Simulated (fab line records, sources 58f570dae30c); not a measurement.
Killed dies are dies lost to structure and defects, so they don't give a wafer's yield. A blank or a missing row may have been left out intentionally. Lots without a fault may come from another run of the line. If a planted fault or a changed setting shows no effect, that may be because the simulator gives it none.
2 desks looking at one fault    flow berkeley_cmos170    numbers are kept per desk, each desk with only its own; the story behind them comes last

FROM THE METROLOGY DESK
What the gauges read, lot by lot, whatever tool the lot ran on: means of the sampled wafers that have a number. If a lot's mean is further than 4 standard deviations from the usual mean, the lot is out of limits and carries the mark OUT (the distance appears in the brackets).
Columns: A = V1_BOW at UCB170_V1_BOW_MEAS_03, usual 20 um; B = cd_nm at UCB170_V2_CD_MEAS_12, usual 700.3 nm
lot   first seen here  A   B
L375  day 8 19:14      15  700.5
L380  day 9 06:51      17  700.3
L377  day 9 12:11      16  699.1
L379  day 9 12:14      21  701.8
L381  day 10 02:22     24  700.4
L383  day 10 07:35     21  699.2
L385  day 10 13:25     14  700.3
L388  day 11 01:51     26  699.8
L386  day 11 03:11     25  698.5
L387  day 11 03:11     17  702.2
L389  day 11 10:54     26  697.2
L393  day 12 04:52     20  700.6
L396  day 13 00:44     25  699.7
L398  day 13 02:25     19  699.0
This desk found nothing out of limits on any of the 14 lots.

FOR THE TOOL OWNER'S DESK: rie_diel-04
The tool's own readings at UCB170_M3_ETCH_17 (etches BARC in N2/H2): means of the sampled wafers that have a number, for each lot that ran on this tool. If a lot's mean is further than 4 standard deviations from the usual mean, the lot is out of limits and carries the mark OUT (the distance appears in the brackets).
Columns: A = drypump_motor_current_A at UCB170_M3_ETCH_17, usual 5.8 A; B = oes_product_au at UCB170_M3_ETCH_17, usual 0.995 a.u.; C = rf_fwd_power_W at UCB170_M3_ETCH_17, usual 494.8 W; D = throttle_valve_pct at UCB170_M3_ETCH_17, usual 13.32 %
lot   first seen here  A    B                 C                D
L377  day 10 00:31     5.9  0.984             494.2            13.34
L385  day 11 01:25     6.0  0.992             495.6            13.46
L388  day 11 11:01     5.9  0.993             494.5            13.34
L386  day 11 12:37     5.5  1.156 (+5.8) OUT  629.7 (+67) OUT  13.46
L389  day 12 03:20     5.6  1.057             560.6 (+33) OUT  13.31
Finding of this desk: L386, L389 out of limits; the first was L386 at day 11 12:37, on oes_product_au at UCB170_M3_ETCH_17. Within limits: L377, L385, L388.

PUT TOGETHER
An alarm could have come from the tool owner's desk at day 11 12:37, on L386, L389.
From the metrology desk's view, nothing was out of limits.
The metrology desk holds a record of L386, L389, inside its limits.
Of the lots named, all ran UCB170_M3_ETCH_17 on rie_diel-04.

WHAT WAS PUT IN BY THE SIMULATOR
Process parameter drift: rie_diel-04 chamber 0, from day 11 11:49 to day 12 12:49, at UCB170_M3_ETCH_17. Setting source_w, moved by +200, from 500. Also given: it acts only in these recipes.
Struck lots among those shown: L386, L389.
Time in hours from fault onset to the first out-of-limits reading at each desk: the tool owner's desk, 1.
